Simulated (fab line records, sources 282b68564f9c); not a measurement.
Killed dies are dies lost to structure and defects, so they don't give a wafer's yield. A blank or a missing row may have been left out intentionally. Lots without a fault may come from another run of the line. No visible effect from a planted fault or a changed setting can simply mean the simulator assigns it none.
fab line records	flow ritCmos	part 1 of 2: steps 1 to 32 of 44
record: lots: 5	wafers: 15	lastDay: 8
route steps=202 shown NSD@137 PSD@142 SDANNEAL@153 PLDD@159 NLDD@160 SILICIDE@161 CONTACT@168
lots with no fault: from the same line, run without faults
startH: hours from the record's opening day to when the first of the lot's shown wafers began	waitH: hours since the lot's step before	" unchanged from the row above	L1.1+2: several wafers, shown together as one row	- either no value or no given start	* or withheld: withheld	< > ~ a bound
route shown NAME@n: a module of which the file shows steps, and the number in the route of the first	usual: mean and standard deviation over wafers with no fault	same: alike in all rows	chamber/n: place in a boat	sites: each site's reading	_std_site: the standard deviation of these	_edge_site: the outer-site mean with the inner-site mean subtracted	radiusMm: how far each site lies from the wafer's centre	mask NAME#n: copy n	behind: the tool/chamber that last shaped the wafer	hold: the reason the lot was held/the length of the hold in hours/how it ended	device: which transistor (n, p or np) failed to switch	end of line: at the end of the route, the tests of the same wafers	where a step has no rows: the recipe by itself	killed: count of dies lost to structure and defects at first sort (not the wafer's yield)	map: per-die view of a wafer (x killed, . not killed, _ where there is no die)
set.NAME: the setting the step ran with; set.NAME@STEP: the setting that earlier step ran with	model.NAME: the simulator's own value behind a step, which no gauge read
a table for each step, a row for each wafer; lots at some steps of the route
services: the hour from which a tool's chamber was out of use, counted from the record's first day as startH (under 0 if before that day), plus the number of hours and why
== steps ==
step: RIT_NSD_OVL_MEAS_06
usual: NSD_OVL: -0.9/1.4
lot.wafer	tool	chamber	startH	waitH	NSD_OVL[nm]
L077.2	overlay-02	-	65.63	-	0.3
L077.4	"	-	"	"	1.6
L077.6	"	-	"	"	-0.6
L082.2	overlay-02	-	95.02	-	2.3
L082.3	"	-	"	"	2.6
L082.4	"	-	"	"	-1.1
L086.1	overlay-02	-	115.57	-	0.0
L086.2	"	-	"	"	-1.5
L086.5	"	-	"	"	-0.1
L088.1	overlay-01	-	129.33	-	-2.6
L088.3	"	-	"	"	-3.0
L088.5	"	-	"	"	-3.3
L097.3	overlay-02	-	174.69	-	-0.1
L097.4	"	-	"	"	0.1
L097.6	"	-	"	"	0.6
step: RIT_NSD_HARDBAKE_07
recipe: resist: NOVOLAK	tempC: 140	timeS: 60
lot.wafer	tool	chamber	startH	waitH
L077.2+4+6	lithoTrack-01	0	65.68	0.0
L082.2+3+4	lithoTrack-04	0	95.07	0.0
L086.1+2+5	lithoTrack-01	0	115.61	0.0
L088.1+3+5	lithoTrack-01	0	129.37	0.0
L097.3+4+6	lithoTrack-04	0	174.76	0.1
step: RIT_NSD_IMPLANT_08
recipe: species: P	energyKev: 25	doseCm2: 1e+15	tiltDeg: 7
usual: tiltDeg: 7.000/0.021
lot.wafer	tool	chamber	startH	waitH	tiltDeg
L077.2	implanter-01	0	65.83	0.1	6.998
L077.4	"	0	"	"	7.019
L077.6	"	0	"	"	6.991
L082.2	implanter-01	0	95.22	0.1	7.029
L082.3	"	0	"	"	7.006
L082.4	"	0	"	"	7.009
L086.1	implanter-02	0	115.76	0.1	7.023
L086.2	"	0	"	"	7.041
L086.5	"	0	"	"	6.994
L088.1	implanter-01	0	129.52	0.1	6.994
L088.3	"	0	"	"	6.999
L088.5	"	0	"	"	7.011
L097.3	implanter-04	0	174.91	0.1	6.983
L097.4	"	0	"	"	6.984
L097.6	"	0	"	"	7.019
step: RIT_NSD_STRIP_09
recipe: chemistry: O2	timeS: 180	resist: NOVOLAK	platenTempC: withheld	powerW: 500	pressureMtorr: 4000	o2FlowSccm: 4000
usual: drypumpMotorCurrentA: 5.7/0.38
lot.wafer	tool	chamber	startH	waitH	drypumpMotorCurrentA	rfHoursCounterH
L077.2	plasmaAsher-03	0	65.96	0.1	6.2	38
L077.4	"	1	"	"	5.5	-
L077.6	"	1	"	"	5.4	-
L082.2	plasmaAsher-03	0	95.35	0.1	6.2	41
L082.3	"	1	"	"	5.5	-
L082.4	"	0	"	"	6.2	-
L086.1	plasmaAsher-03	0	115.91	0.1	6.3	43
L086.2	"	1	"	"	5.4	43
L086.5	"	0	"	"	6.3	-
L088.1	plasmaAsher-03	0	129.67	0.1	6.3	44
L088.3	"	1	"	"	5.4	-
L088.5	"	1	"	"	5.5	-
L097.3	plasmaAsher-01	0	175.07	0.1	5.1	-
L097.4	"	1	"	"	5.8	-
L097.6	"	1	"	"	5.8	-
step: RIT_NSD_TW_MEAS_10
usual: NSD_TW: 3112/23
lot.wafer	tool	chamber	startH	waitH	NSD_TW
L077.2	filmMetro-02	-	66.14	0.1	3124
L077.4	"	-	"	"	3128
L077.6	"	-	"	"	3107
L082.2	filmMetro-01	-	95.53	0.1	3078
L082.3	"	-	"	"	3093
L082.4	"	-	"	"	3087
L086.1	filmMetro-04	-	116.08	0.1	3126
L086.2	"	-	"	"	3097
L086.5	"	-	"	"	3107
L088.1	filmMetro-01	-	129.84	0.1	3096
L088.3	"	-	"	"	3076
L088.5	"	-	"	"	3093
L097.3	filmMetro-02	-	175.21	0.1	3147
L097.4	"	-	"	"	3129
L097.6	"	-	"	"	3121
step: RIT_PSD_HMDS_00
recipe: primeTimeS: 60	primeTempC: 140
lot.wafer	tool	chamber	startH	waitH
L077.2+4+6	lithoTrack-03	0	66.22	0.1
L082.2+3+4	lithoTrack-02	0	95.61	0.1
L086.1+2+5	lithoTrack-02	0	116.14	0.1
L088.1+3+5	lithoTrack-02	0	129.90	0.1
L097.3+4+6	lithoTrack-02	0	175.34	0.1
step: RIT_PSD_COAT_01
recipe: resist: NOVOLAK	spinRpm: 3250	resistThkNm: 1000
lot.wafer	tool	chamber	startH	waitH
L077.2+4+6	lithoTrack-03	0	66.37	0.1
L082.2+3+4	lithoTrack-02	0	95.76	0.1
L086.1+2+5	lithoTrack-02	0	116.29	0.1
L088.1+3+5	lithoTrack-02	0	130.05	0.1
L097.3+4+6	lithoTrack-02	0	175.49	0.1
step: RIT_PSD_SOFTBAKE_02
recipe: resist: NOVOLAK	tempC: 90	timeS: 60
lot.wafer	tool	chamber	startH	waitH
L077.2+4+6	lithoTrack-03	0	66.52	0.1
L082.2+3+4	lithoTrack-02	0	95.91	0.1
L086.1+2+5	lithoTrack-02	0	116.44	0.1
L088.1+3+5	lithoTrack-02	0	130.20	0.1
L097.3+4+6	lithoTrack-02	0	175.64	0.1
step: RIT_PSD_EXPOSE_03
recipe: maskId: M10	na: 0.57	targetCdNm: 40900	doseMj: 250
usual: exposureDoseMJCm2: 249.97/0.24
lot.wafer	tool	chamber	startH	waitH	mask	exposureDoseMJCm2
L077.2	ilineStepper-02	0	66.79	0.2	M10#0	249.70
L077.4	"	0	"	"	M10#0	249.32
L077.6	"	0	"	"	M10#0	250.27
L082.2	ilineStepper-02	0	96.05	0.1	M10#0	249.80
L082.3	"	0	"	"	M10#0	249.74
L082.4	"	0	"	"	M10#0	249.57
L086.1	ilineStepper-01	0	116.61	0.1	M10#0	250.44
L086.2	"	0	"	"	M10#0	249.64
L086.5	"	0	"	"	M10#0	249.78
L088.1	ilineStepper-01	0	130.35	0.1	M10#0	249.83
L088.3	"	0	"	"	M10#0	249.71
L088.5	"	0	"	"	M10#0	250.02
L097.3	ilineStepper-02	0	175.82	0.2	M10#0	249.87
L097.4	"	0	"	"	M10#0	249.62
L097.6	"	0	"	"	M10#0	250.00
step: RIT_PSD_PEB_04
recipe: resist: NOVOLAK	tempC: withheld	timeS: withheld
lot.wafer	tool	chamber	startH	waitH
L077.2+4+6	lithoTrack-02	0	66.91	0.1
L082.2+3+4	lithoTrack-01	0	96.17	0.1
L086.1+2+5	lithoTrack-02	0	116.73	0.1
L088.1+3+5	lithoTrack-03	0	130.66	0.3
L097.3+4+6	lithoTrack-02	0	175.95	0.1
step: RIT_PSD_DEVELOP_05
recipe: resist: NOVOLAK	developTimeS: 50	devTempC: 23
lot.wafer	tool	chamber	startH	waitH
L077.2+4+6	lithoTrack-02	0	-	-
L082.2+3+4	lithoTrack-01	0	-	-
L086.1+2+5	lithoTrack-02	0	-	-
L088.1+3+5	lithoTrack-03	0	-	-
L097.3+4+6	lithoTrack-02	0	-	-
step: RIT_PSD_OVL_MEAS_06
usual: PSD_OVL: -0.4/1.3
lot.wafer	tool	chamber	startH	waitH	PSD_OVL[nm]
L077.2	overlay-02	-	67.17	-	0.2
L077.4	"	-	"	"	-0.6
L077.6	"	-	"	"	-0.7
L082.2	overlay-02	-	96.44	-	1.8
L082.3	"	-	"	"	-0.2
L082.4	"	-	"	"	0.6
L086.1	overlay-02	-	117.01	-	-0.8
L086.2	"	-	"	"	0.4
L086.5	"	-	"	"	1.2
L088.1	overlay-02	-	130.95	-	-0.8
L088.3	"	-	"	"	0.2
L088.5	"	-	"	"	0.1
L097.3	overlay-01	-	176.19	-	2.6
L097.4	"	-	"	"	0.6
L097.6	"	-	"	"	1.0
step: RIT_PSD_HARDBAKE_07
recipe: resist: NOVOLAK	tempC: 140	timeS: 60
lot.wafer	tool	chamber	startH	waitH
L077.2+4+6	lithoTrack-01	0	67.26	0.1
L082.2+3+4	lithoTrack-01	0	96.49	0.0
L086.1+2+5	lithoTrack-03	0	117.05	0.0
L088.1+3+5	lithoTrack-03	0	131.26	0.3
L097.3+4+6	lithoTrack-01	0	176.27	0.1
step: RIT_PSD_IMPLANT_08
recipe: species: BF2	energyKev: 26.6	doseCm2: 5e+15	tiltDeg: 7
usual: tiltDeg: 7.006/0.019
lot.wafer	tool	chamber	startH	waitH	tiltDeg
L077.2	implanter-04	0	67.41	0.1	7.012
L077.4	"	0	"	"	6.988
L077.6	"	0	"	"	7.013
L082.2	implanter-01	0	96.64	0.1	7.000
L082.3	"	0	"	"	7.012
L082.4	"	0	"	"	7.007
L086.1	implanter-03	0	117.20	0.1	7.000
L086.2	"	0	"	"	6.984
L086.5	"	0	"	"	6.996
L088.1	implanter-04	0	131.41	0.1	6.998
L088.3	"	0	"	"	6.970
L088.5	"	0	"	"	6.998
L097.3	implanter-01	0	176.42	0.1	7.032
L097.4	"	0	"	"	6.992
L097.6	"	0	"	"	7.025
step: RIT_PSD_STRIP_09
recipe: chemistry: O2	timeS: 180	resist: NOVOLAK	platenTempC: withheld	powerW: 500	pressureMtorr: 4000	o2FlowSccm: 4000
usual: drypumpMotorCurrentA: 5.8/0.47
lot.wafer	tool	chamber	startH	waitH	drypumpMotorCurrentA	rfHoursCounterH
L077.2	plasmaAsher-02	1	67.54	0.1	6.6	44
L077.4	"	1	"	"	6.6	-
L077.6	"	0	"	"	5.1	-
L082.2	plasmaAsher-03	1	96.77	0.1	5.5	41
L082.3	"	1	"	"	5.5	-
L082.4	"	0	"	"	6.2	-
L086.1	plasmaAsher-03	0	117.35	0.1	6.3	44
L086.2	"	1	"	"	5.4	44
L086.5	"	1	"	"	5.5	-
L088.1	plasmaAsher-02	1	131.56	0.1	6.6	1
L088.3	"	1	"	"	6.6	-
L088.5	"	1	"	"	6.6	-
L097.3	plasmaAsher-04	0	176.58	0.1	5.9	-
L097.4	"	1	"	"	5.6	-
L097.6	"	0	"	"	5.9	-
step: RIT_PSD_TW_MEAS_10
usual: PSD_TW: 3409/30
lot.wafer	tool	chamber	startH	waitH	PSD_TW
L077.2	filmMetro-01	-	67.72	0.1	3370
L077.4	"	-	"	"	3363
L077.6	"	-	"	"	3373
L082.2	filmMetro-01	-	96.95	0.1	3365
L082.3	"	-	"	"	3364
L082.4	"	-	"	"	3361
L086.1	filmMetro-02	-	117.52	0.1	3429
L086.2	"	-	"	"	3420
L086.5	"	-	"	"	3438
L088.1	filmMetro-02	-	131.74	0.1	3445
L088.3	"	-	"	"	3444
L088.5	"	-	"	"	3454
L097.3	filmMetro-01	-	176.71	0.1	3357
L097.4	"	-	"	"	3355
L097.6	"	-	"	"	3372
step: RIT_SDANNEAL_CLEAN_00
recipe: chemistry: SC1	mix: 3:3:50	timeS: 600	tempC: 75
lot.wafer	tool	chamber	startH	waitH
L077.2+4+6	wetBench-03	0	67.77	0.0
L082.2+3+4	wetBench-04	3	97.00	0.0
L086.1+2+5	wetBench-04	3	117.58	0.1
L088.1+3+5	wetBench-04	0	131.80	0.1
L097.3+4+6	wetBench-03	0	176.75	0.0
step: RIT_SDANNEAL_CLEAN_01
recipe: chemistry: dHF	dilution: 50:1	timeS: 30
lot.wafer	tool	chamber	startH	waitH
L077.2+4+6	wetBench-03	0	67.96	0.0
L082.2+3+4	wetBench-02	1	97.18	0.0
L086.1+2+5	wetBench-03	1	117.76	0.0
L088.1+3+5	wetBench-03	2	131.97	0.0
L097.3+4+6	wetBench-04	3	176.94	0.0
step: RIT_SDANNEAL_CLEAN_02
recipe: chemistry: SC2	mix: 3:3:50	timeS: 600	tempC: 75	dry: n2Spin
lot.wafer	tool	chamber	startH	waitH
L077.2+4+6	wetBench-03	2	67.98	0.0
L082.2+3+4	wetBench-04	1	97.19	0.0
L086.1+2+5	wetBench-04	0	117.78	0.0
L088.1+3+5	wetBench-02	3	131.99	0.0
L097.3+4+6	wetBench-03	2	176.96	0.0
step: RIT_SDANNEAL_RTA_03
recipe: tempC: 1050	timeS: 5	idleTempC: 600	rampUpCPerS: 342	rampDownCPerS: 171	coolToC: 600	ambient: N2
usual: wafer_temp_C_max: 1053.6/1.3
lot.wafer	tool	chamber	startH	waitH	wafer_temp_C_max
L077.2	rtpAnneal-01	0	68.18	0.0	1053.9
L077.4	"	0	"	"	1055.3
L077.6	"	0	"	"	1053.4
L082.2	rtpAnneal-02	0	97.38	0.0	1052.7
L082.3	"	0	"	"	1055.4
L082.4	"	0	"	"	1055.1
L086.1	rtpAnneal-02	0	117.95	0.0	1054.0
L086.2	"	0	"	"	1050.4
L086.5	"	0	"	"	1052.3
L088.1	rtpAnneal-02	0	132.16	0.0	1054.2
L088.3	"	0	"	"	1053.6
L088.5	"	0	"	"	1055.6
L097.3	rtpAnneal-01	0	177.17	0.0	1053.0
L097.4	"	0	"	"	1055.6
L097.6	"	0	"	"	1054.1
step: RIT_SDANNEAL_RS_MEAS_04
recipe: thkMeasGauge: four-point-probe
usual: PSD_RS: 116.83/0.28
lot.wafer	tool	chamber	startH	waitH	PSD_RS[ohm/sq]
L077.2	filmMetro-04	-	68.25	0.1	116.44
L077.4	"	-	"	"	116.32
L077.6	"	-	"	"	116.26
L082.2	filmMetro-02	-	97.45	0.1	116.85
L082.3	"	-	"	"	116.69
L082.4	"	-	"	"	116.87
L086.1	filmMetro-04	-	118.01	0.0	117.01
L086.2	"	-	"	"	117.23
L086.5	"	-	"	"	117.06
L088.1	filmMetro-02	-	132.22	0.0	116.90
L088.3	"	-	"	"	116.71
L088.5	"	-	"	"	116.92
L097.3	filmMetro-04	-	177.25	0.1	116.71
L097.4	"	-	"	"	116.44
L097.6	"	-	"	"	116.26
step: RIT_SDANNEAL_RS_MEAS_05
recipe: thkMeasGauge: four-point-probe
usual: NSD_RS: 84.52/0.25
lot.wafer	tool	chamber	startH	waitH	NSD_RS[ohm/sq]
L077.2	filmMetro-04	-	68.37	0.1	84.92
L077.4	"	-	"	"	84.64
L077.6	"	-	"	"	85.08
L082.2	filmMetro-02	-	97.57	0.1	84.16
L082.3	"	-	"	"	83.94
L082.4	"	-	"	"	84.35
L086.1	filmMetro-04	-	118.13	0.1	84.27
L086.2	"	-	"	"	84.50
L086.5	"	-	"	"	84.51
L088.1	filmMetro-02	-	132.34	0.1	84.87
L088.3	"	-	"	"	84.23
L088.5	"	-	"	"	84.28
L097.3	filmMetro-04	-	177.37	0.1	84.84
L097.4	"	-	"	"	84.90
L097.6	"	-	"	"	84.87
step: RIT_SDANNEAL_RS_MEAS_06
recipe: thkMeasGauge: four-point-probe
usual: PLDD_RS: 178.7/0.47
lot.wafer	tool	chamber	startH	waitH	PLDD_RS[ohm/sq]
L077.2	filmMetro-04	-	68.49	0.1	178.7
L077.4	"	-	"	"	178.6
L077.6	"	-	"	"	178.3
L082.2	filmMetro-02	-	97.69	0.1	178.6
L082.3	"	-	"	"	179.3
L082.4	"	-	"	"	179.1
L086.1	filmMetro-04	-	118.25	0.1	178.9
L086.2	"	-	"	"	178.6
L086.5	"	-	"	"	179.0
L088.1	filmMetro-02	-	132.46	0.1	178.4
L088.3	"	-	"	"	178.6
L088.5	"	-	"	"	178.7
L097.3	filmMetro-04	-	177.49	0.1	179.1
L097.4	"	-	"	"	178.9
L097.6	"	-	"	"	178.9
step: RIT_SDANNEAL_RS_MEAS_07
recipe: thkMeasGauge: four-point-probe
usual: NLDD_RS: 150.8/0.48
lot.wafer	tool	chamber	startH	waitH	NLDD_RS[ohm/sq]
L077.2	filmMetro-04	-	68.61	0.1	150.9
L077.4	"	-	"	"	151.4
L077.6	"	-	"	"	151.0
L082.2	filmMetro-02	-	97.81	0.1	151.0
L082.3	"	-	"	"	151.0
L082.4	"	-	"	"	151.1
L086.1	filmMetro-04	-	118.37	0.1	151.1
L086.2	"	-	"	"	151.4
L086.5	"	-	"	"	150.6
L088.1	filmMetro-02	-	132.58	0.1	150.1
L088.3	"	-	"	"	149.8
L088.5	"	-	"	"	150.1
L097.3	filmMetro-04	-	177.61	0.1	150.7
L097.4	"	-	"	"	150.3
L097.6	"	-	"	"	150.7
step: RIT_SILICIDE_WET_ETCH_00
recipe: chemistry: BOE	target: SiO2	targetDepthNm: 14	timeS: 15	dry: n2Spin	dilution: 10:1	tempC: 21.5
lot.wafer	tool	chamber	startH	waitH
L077.2+4+6	wetBench-03	3	68.71	0.1
L082.2+3+4	wetBench-02	2	97.91	0.1
L086.1+2+5	wetBench-03	0	118.49	0.1
L088.1+3+5	wetBench-03	0	132.70	0.1
L097.3+4+6	wetBench-03	3	177.69	0.1
step: RIT_SILICIDE_SPUTTER_01
recipe: material: Ti	targetThkNm: 30	powerW: 350	chamberPressurePa: 0.667	gas: Ar	timeS: 246.8	substrateTempC: 25
usual: throttleValvePct: 29.9/0.62
lot.wafer	tool	chamber	startH	waitH	throttleValvePct
L077.2	pvdSputter-02	-	68.72	0.0	29.4
L077.4	"	-	"	"	30.7
L077.6	"	-	"	"	30.6
L082.2	pvdSputter-04	-	97.92	0.0	30.2
L082.3	"	-	"	"	30.0
L082.4	"	-	"	"	30.0
L086.1	pvdSputter-04	-	118.50	0.0	31.4
L086.2	"	-	"	"	30.0
L086.5	"	-	"	"	31.1
L088.1	pvdSputter-03	-	132.72	0.0	30.0
L088.3	"	-	"	"	29.5
L088.5	"	-	"	"	29.3
L097.3	pvdSputter-04	-	177.70	0.0	31.3
L097.4	"	-	"	"	30.1
L097.6	"	-	"	"	31.2
step: RIT_SILICIDE_RS_MEAS_02
recipe: thkMeasGauge: four-point-probe	reads: Ti_of_SILICIDE_SPUTTER_01
usual: SILICIDE_TI_RS: 46.2/0.58
lot.wafer	tool	chamber	startH	waitH	SILICIDE_TI_RS[ohm/sq]
L077.2	filmMetro-02	-	68.89	0.1	46.6
L077.4	"	-	"	"	45.5
L077.6	"	-	"	"	45.8
L082.2	filmMetro-03	-	98.09	0.1	45.6
L082.3	"	-	"	"	45.8
L082.4	"	-	"	"	46.3
L086.1	filmMetro-02	-	118.65	0.1	47.0
L086.2	"	-	"	"	46.5
L086.5	"	-	"	"	46.5
L088.1	filmMetro-02	-	132.87	0.1	46.6
L088.3	"	-	"	"	45.8
L088.5	"	-	"	"	46.2
L097.3	filmMetro-03	-	177.89	0.1	46.4
L097.4	"	-	"	"	46.8
L097.6	"	-	"	"	46.1
step: RIT_SILICIDE_THK_MEAS_03
recipe: thkMeasGauge: xrf	reads: Ti_of_SILICIDE_SPUTTER_01
usual: SILICIDE_TI_THK: 30.7/0.34
lot.wafer	tool	chamber	startH	waitH	SILICIDE_TI_THK[nm]
L077.2	filmMetro-02	-	69.00	0.1	30.4
L077.4	"	-	"	"	31.0
L077.6	"	-	"	"	30.9
L082.2	filmMetro-03	-	98.20	0.1	31.1
L082.3	"	-	"	"	30.9
L082.4	"	-	"	"	30.5
L086.1	filmMetro-02	-	118.77	0.1	30.0
L086.2	"	-	"	"	30.3
L086.5	"	-	"	"	30.3
L088.1	filmMetro-02	-	132.99	0.1	30.5
L088.3	"	-	"	"	31.1
L088.5	"	-	"	"	30.7
L097.3	filmMetro-03	-	177.99	0.1	30.9
L097.4	"	-	"	"	30.5
L097.6	"	-	"	"	30.8
step: RIT_SILICIDE_RTA_04
recipe: tempC: 650	timeS: 10	idleTempC: 25	rampUpS: 5	rampDownS: 5	coolToC: 25	ambient: N2
usual: wafer_temp_C_max: 652.9/1
lot.wafer	tool	chamber	startH	waitH	wafer_temp_C_max
L077.2	rtpAnneal-02	0	69.07	0.1	652.5
L077.4	"	0	"	"	653.7
L077.6	"	0	"	"	653.7
L082.2	rtpAnneal-01	0	98.26	0.1	652.1
L082.3	"	0	"	"	652.0
L082.4	"	0	"	"	652.1
L086.1	rtpAnneal-01	0	118.83	0.1	652.2
L086.2	"	0	"	"	652.1
L086.5	"	0	"	"	651.3
L088.1	rtpAnneal-01	0	133.05	0.1	652.1
L088.3	"	0	"	"	651.9
L088.5	"	0	"	"	651.8
L097.3	rtpAnneal-02	0	178.05	0.1	654.1
L097.4	"	0	"	"	653.9
L097.6	"	0	"	"	653.9
step: RIT_SILICIDE_WET_ETCH_05
recipe: chemistry: SPM	target: Ti	tempC: 90	timeS: 120	dry: n2Spin
lot.wafer	tool	chamber	startH	waitH
L077.2+4+6	wetBench-03	1	69.12	0.0
L082.2+3+4	wetBench-03	1	98.32	0.0
L086.1+2+5	wetBench-02	0	118.90	0.1
L088.1+3+5	wetBench-03	2	133.11	0.1
L097.3+4+6	wetBench-01	2	178.10	0.0
step: RIT_SILICIDE_RTA_06
recipe: tempC: 750	timeS: 10	idleTempC: 25	rampUpS: 5	rampDownS: 10	coolToC: 25	ambient: N2
usual: wafer_temp_C_max: 753.1/1.2
lot.wafer	tool	chamber	startH	waitH	wafer_temp_C_max
L077.2	rtpAnneal-01	0	69.18	0.0	752.0
L077.4	"	0	"	"	752.2
L077.6	"	0	"	"	751.5
L082.2	rtpAnneal-02	0	98.38	0.0	753.3
L082.3	"	0	"	"	754.6
L082.4	"	0	"	"	755.1
L086.1	rtpAnneal-02	0	118.94	0.0	754.5
L086.2	"	0	"	"	755.1
L086.5	"	0	"	"	754.5
L088.1	rtpAnneal-02	0	133.16	0.0	754.0
L088.3	"	0	"	"	753.9
L088.5	"	0	"	"	754.4
L097.3	rtpAnneal-01	0	178.19	0.0	752.1
L097.4	"	0	"	"	752.1
L097.6	"	0	"	"	752.4
step: RIT_CONTACT_CVD_00
recipe: material: SiO2	targetThkNm: 400	precursor: TEOS	tempC: 390	timeS: 61	rfW: 400
usual: heaterPowerW: 330/59
lot.wafer	tool	chamber	startH	waitH	heaterPowerW
L077.2	pecvd-03	1	69.23	0.0	375
L077.4	"	0	"	"	386
L077.6	"	1	"	"	395
L082.2	pecvd-02	2	98.43	0.0	360
L082.3	"	1	"	"	329
L082.4	"	0	"	"	395
L086.1	pecvd-03	2	119.01	0.1	291
L086.2	"	1	"	"	370
L086.5	"	0	"	"	403
L088.1	pecvd-02	0	133.22	0.1	404
L088.3	"	1	"	"	369
L088.5	"	0	"	"	408
L097.3	pecvd-02	1	178.30	0.1	276
L097.4	"	0	"	"	428
L097.6	"	1	"	"	310
